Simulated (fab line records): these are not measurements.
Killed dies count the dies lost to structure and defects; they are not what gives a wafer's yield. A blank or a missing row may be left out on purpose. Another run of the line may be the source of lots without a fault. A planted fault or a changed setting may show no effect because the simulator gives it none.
Lot-split experiment :: flow rit-cmos :: on a route of 202 steps: 5 lots, 23 wafers read

## THE SPLIT
At RIT_CONTACT_SOFTBAKE_04 (time 60 s), the setting temp-c was moved away from the recipe's 90 C on 11 of the 23 wafers read, by -3.1% to +3.3%. For the rest of the wafers, this setting stayed at what the recipe calls for.

## FROM THE SPLIT TO THE READING: what the file shows between them, 2 steps
- RIT_CONTACT_EXPOSE_05: exposes mask M11, target cd 1000 nm
- RIT_CONTACT_PEB_06

## THE READING
NOVOLAK_of_CONTACT_COAT_03.thk-nm (the simulator's own value, which no gauge read), in nm, at RIT_CONTACT_DEVELOP_07 (develop time 121.6 s). The file does not state a usual value for it. Across the 12 wafers here that went through the recipe, the average is 998.5 nm and the standard deviation 3.8 nm.

wafer: L075.1
tool, chamber at the split: litho-track-04, 0
temp-c as run, C: 92.32
against the recipe: +2.6%
NOVOLAK_of_CONTACT_COAT_03.thk-nm, nm: 989.7
against lot-mates on the recipe: -8.3

wafer: L075.2
tool, chamber at the split: litho-track-04, 0
temp-c as run, C: 90
against the recipe: recipe
NOVOLAK_of_CONTACT_COAT_03.thk-nm, nm: 997.5
against lot-mates on the recipe: -

wafer: L075.4
tool, chamber at the split: litho-track-04, 0
temp-c as run, C: 92.32
against the recipe: +2.6%
NOVOLAK_of_CONTACT_COAT_03.thk-nm, nm: 993.9
against lot-mates on the recipe: -4.1

wafer: L075.5
tool, chamber at the split: litho-track-04, 0
temp-c as run, C: 90
against the recipe: recipe
NOVOLAK_of_CONTACT_COAT_03.thk-nm, nm: 998.5
against lot-mates on the recipe: -

wafer: L075.6
tool, chamber at the split: litho-track-04, 0
temp-c as run, C: 92.32
against the recipe: +2.6%
NOVOLAK_of_CONTACT_COAT_03.thk-nm, nm: 990.6
against lot-mates on the recipe: -7.4

wafer: L078.2
tool, chamber at the split: litho-track-03, 0
temp-c as run, C: 90
against the recipe: recipe
NOVOLAK_of_CONTACT_COAT_03.thk-nm, nm: 996.6
against lot-mates on the recipe: -

wafer: L078.4
tool, chamber at the split: litho-track-03, 0
temp-c as run, C: 90
against the recipe: recipe
NOVOLAK_of_CONTACT_COAT_03.thk-nm, nm: 995
against lot-mates on the recipe: -

wafer: L078.5
tool, chamber at the split: litho-track-03, 0
temp-c as run, C: 90
against the recipe: recipe
NOVOLAK_of_CONTACT_COAT_03.thk-nm, nm: 993.3
against lot-mates on the recipe: -

wafer: L079.1
tool, chamber at the split: litho-track-03, 0
temp-c as run, C: 87.25
against the recipe: -3.1%
NOVOLAK_of_CONTACT_COAT_03.thk-nm, nm: 1010
against lot-mates on the recipe: +9.0

wafer: L079.2
tool, chamber at the split: litho-track-03, 0
temp-c as run, C: 87.25
against the recipe: -3.1%
NOVOLAK_of_CONTACT_COAT_03.thk-nm, nm: 1011
against lot-mates on the recipe: +10.0

wafer: L079.3
tool, chamber at the split: litho-track-03, 0
temp-c as run, C: 90
against the recipe: recipe
NOVOLAK_of_CONTACT_COAT_03.thk-nm, nm: 998.9
against lot-mates on the recipe: -

wafer: L079.4
tool, chamber at the split: litho-track-03, 0
temp-c as run, C: 87.25
against the recipe: -3.1%
NOVOLAK_of_CONTACT_COAT_03.thk-nm, nm: 1013
against lot-mates on the recipe: +12.0

wafer: L079.5
tool, chamber at the split: litho-track-03, 0
temp-c as run, C: 90
against the recipe: recipe
NOVOLAK_of_CONTACT_COAT_03.thk-nm, nm: 1003
against lot-mates on the recipe: -

wafer: L080.1
tool, chamber at the split: litho-track-03, 0
temp-c as run, C: 92.93
against the recipe: +3.3%
NOVOLAK_of_CONTACT_COAT_03.thk-nm, nm: 993.8
against lot-mates on the recipe: -11.2

wafer: L080.2
tool, chamber at the split: litho-track-03, 0
temp-c as run, C: 90
against the recipe: recipe
NOVOLAK_of_CONTACT_COAT_03.thk-nm, nm: 1004
against lot-mates on the recipe: -

wafer: L080.3
tool, chamber at the split: litho-track-03, 0
temp-c as run, C: 92.93
against the recipe: +3.3%
NOVOLAK_of_CONTACT_COAT_03.thk-nm, nm: 996.7
against lot-mates on the recipe: -8.3

wafer: L080.5
tool, chamber at the split: litho-track-03, 0
temp-c as run, C: 92.93
against the recipe: +3.3%
NOVOLAK_of_CONTACT_COAT_03.thk-nm, nm: 998.3
against lot-mates on the recipe: -6.7

wafer: L080.6
tool, chamber at the split: litho-track-03, 0
temp-c as run, C: 90
against the recipe: recipe
NOVOLAK_of_CONTACT_COAT_03.thk-nm, nm: 1006
against lot-mates on the recipe: -

wafer: L082.1
tool, chamber at the split: litho-track-03, 0
temp-c as run, C: 90
against the recipe: recipe
NOVOLAK_of_CONTACT_COAT_03.thk-nm, nm: 997.8
against lot-mates on the recipe: -

wafer: L082.2
tool, chamber at the split: litho-track-03, 0
temp-c as run, C: 90
against the recipe: recipe
NOVOLAK_of_CONTACT_COAT_03.thk-nm, nm: 997.1
against lot-mates on the recipe: -

wafer: L082.3
tool, chamber at the split: litho-track-03, 0
temp-c as run, C: 90
against the recipe: recipe
NOVOLAK_of_CONTACT_COAT_03.thk-nm, nm: 994.4
against lot-mates on the recipe: -

wafer: L082.4
tool, chamber at the split: litho-track-03, 0
temp-c as run, C: 87.76
against the recipe: -2.5%
NOVOLAK_of_CONTACT_COAT_03.thk-nm, nm: 1000
against lot-mates on the recipe: +3.6

wafer: L082.6
tool, chamber at the split: litho-track-03, 0
temp-c as run, C: 87.76
against the recipe: -2.5%
NOVOLAK_of_CONTACT_COAT_03.thk-nm, nm: 997.3
against lot-mates on the recipe: +0.9

THE FIT
A straight line over all 23 wafers: NOVOLAK_of_CONTACT_COAT_03.thk-nm changes by -2.15 nm for each +1% of temp-c; r = -0.70; the points scatter about the line by 4.5 nm.
The same after taking each lot's own level away (the mean of its wafers on the recipe; 23 wafers): -2.63 nm for each +1%; r = -0.93; scatter 2.2 nm.
On that fit, the largest move of temp-c shifts the reading by 8.6 nm.
From 994.97 to 1005.00 nm: that is the span of the lots' own levels, equal to 2.7 times the standard deviation above.
So the lot-to-lot level blurs the effect unless lot-mates are compared.
Check: -8.18 nm against its lot-mates is what the line predicts for one of the wafers moved furthest among these (+3.3%) when that wafer is left out of the fit. It came out at -11.2 nm against them.

## FILE'S OWN FIT
NOVOLAK_of_CONTACT_COAT_03.thk-nm changes by -2.49 nm for each +1% of temp-c, r = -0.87.
